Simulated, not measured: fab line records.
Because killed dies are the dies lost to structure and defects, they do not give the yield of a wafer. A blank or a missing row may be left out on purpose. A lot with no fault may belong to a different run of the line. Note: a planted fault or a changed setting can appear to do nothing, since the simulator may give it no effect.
Split-lot experiment + flow rit cmos + on a route of 202 steps: 5 lots, 23 wafers read

## ON THE SPLIT
At RIT_NWELL_IMPLANT_08, the setting energy kev was moved away from the recipe's 170 on 11 of the 23 wafers read, by -5.7% to +5.4%. The other wafers ran this setting at the recipe's value.

The reading comes from the split's own step.

## THE READING
implant.drp nm (the simulator's own value, which no gauge read), in nm, at RIT_NWELL_IMPLANT_08. The file does not state a usual value for it.

| wafer  | tool, chamber at the split | energy kev as run | against the recipe | implant.drp nm, nm | against lot-mates on the recipe |
|--------|----------------------------|-------------------|--------------------|--------------------|---------------------------------|
| L079.1 | implanter-03, 0            | 179.2             | +5.4%              | 71.6               | +2.78                           |
| L079.3 | implanter-03, 0            | 179.2             | +5.4%              | 71.6               | +2.78                           |
| L079.6 | implanter-03, 0            | 179.2             | +5.4%              | 71.6               | +2.78                           |
| L079.2 | implanter-03, 0            | 170               | recipe             | 68.82              | -                               |
| L079.4 | implanter-03, 0            | 170               | recipe             | 68.82              | -                               |
| L080.1 | implanter-04, 0            | 170               | recipe             | 68.82              | -                               |
| L080.4 | implanter-04, 0            | 170               | recipe             | 68.82              | -                               |
| L080.6 | implanter-04, 0            | 170               | recipe             | 68.82              | -                               |
| L080.3 | implanter-04, 0            | 177.1             | +4.2%              | 70.97              | +2.15                           |
| L080.5 | implanter-04, 0            | 177.1             | +4.2%              | 70.97              | +2.15                           |
| L081.1 | implanter-03, 0            | 176.8             | +4.0%              | 70.88              | +2.06                           |
| L081.3 | implanter-03, 0            | 176.8             | +4.0%              | 70.88              | +2.06                           |
| L081.6 | implanter-03, 0            | 176.8             | +4.0%              | 70.88              | +2.06                           |
| L081.2 | implanter-03, 0            | 170               | recipe             | 68.82              | -                               |
| L081.5 | implanter-03, 0            | 170               | recipe             | 68.82              | -                               |
| L083.1 | implanter-03, 0            | 170               | recipe             | 68.82              | -                               |
| L083.2 | implanter-03, 0            | 170               | recipe             | 68.82              | -                               |
| L083.3 | implanter-03, 0            | 170               | recipe             | 68.82              | -                               |
| L084.1 | implanter-03, 0            | 160.3             | -5.7%              | 65.91              | -2.91                           |
| L084.2 | implanter-03, 0            | 160.3             | -5.7%              | 65.91              | -2.91                           |
| L084.3 | implanter-03, 0            | 160.3             | -5.7%              | 65.91              | -2.91                           |
| L084.5 | implanter-03, 0            | 170               | recipe             | 68.82              | -                               |
| L084.6 | implanter-03, 0            | 170               | recipe             | 68.82              | -                               |

THE FIT
A straight line over all 23 wafers: implant.drp nm changes by +0.512 nm for each +1% of energy kev; r = +1.00; the points scatter about the line by 0.0057 nm.
The same after taking each lot's own level away (the mean of its wafers on the recipe; 23 wafers): +0.512 nm for each +1%; r = +1.00; scatter 0.0057 nm.
Per that fit: largest energy kev move, reading shift of 2.9 nm.
The lots' own levels span 68.820 to 68.820 nm.
The two slopes are in agreement: the lot-to-lot level therefore moves the slope only a little.
Check: with one of the wafers moved furthest among these (-5.7%) left out of the fit, the line predicts -2.92 nm for it against its lot-mates. Against them it came out at -2.91 nm.

## OTHER SPLITS ON THESE WAFERS
Other splits were also applied to these wafers ahead of the reading. Each is held against what the fit with the lots' levels taken away leaves over:
| other split on the same wafers   | wafers away from the commonest value | r with implant.drp nm (lot level and that fit taken away) |
|----------------------------------|--------------------------------------|-----------------------------------------------------------|
| RIT_ACTIVE_CVD_03 nh3 flow sccm  | 15                                   | -0.17                                                     |
| RIT_ACTIVE_DEVELOP_10 dev temp c | 8                                    | -0.02                                                     |
| RIT_FOX2_OXIDATION_00 temp c     | 18                                   | +0.28                                                     |
| RIT_NWELL_COAT_01 spin rpm       | 6                                    | +0.02                                                     |

## THE WHOLE CHAIN: every reading that the file lists as answering this split, in the file's order
| step                 | what it does | reading                                                         | change (the file's fit)               | r (the file's) |
|----------------------|--------------|-----------------------------------------------------------------|---------------------------------------|----------------|
| RIT_NWELL_IMPLANT_08 |              | implant.rp nm (the simulator's own value, which no gauge read)  | +2.2 nm for each +1% of the setting   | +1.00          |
| RIT_NWELL_IMPLANT_08 |              | implant.drp nm (the simulator's own value, which no gauge read) | +0.513 nm for each +1% of the setting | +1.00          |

## FILE'S OWN FIT
implant.drp nm changes by +0.513 nm for each +1% of energy kev, r = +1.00.
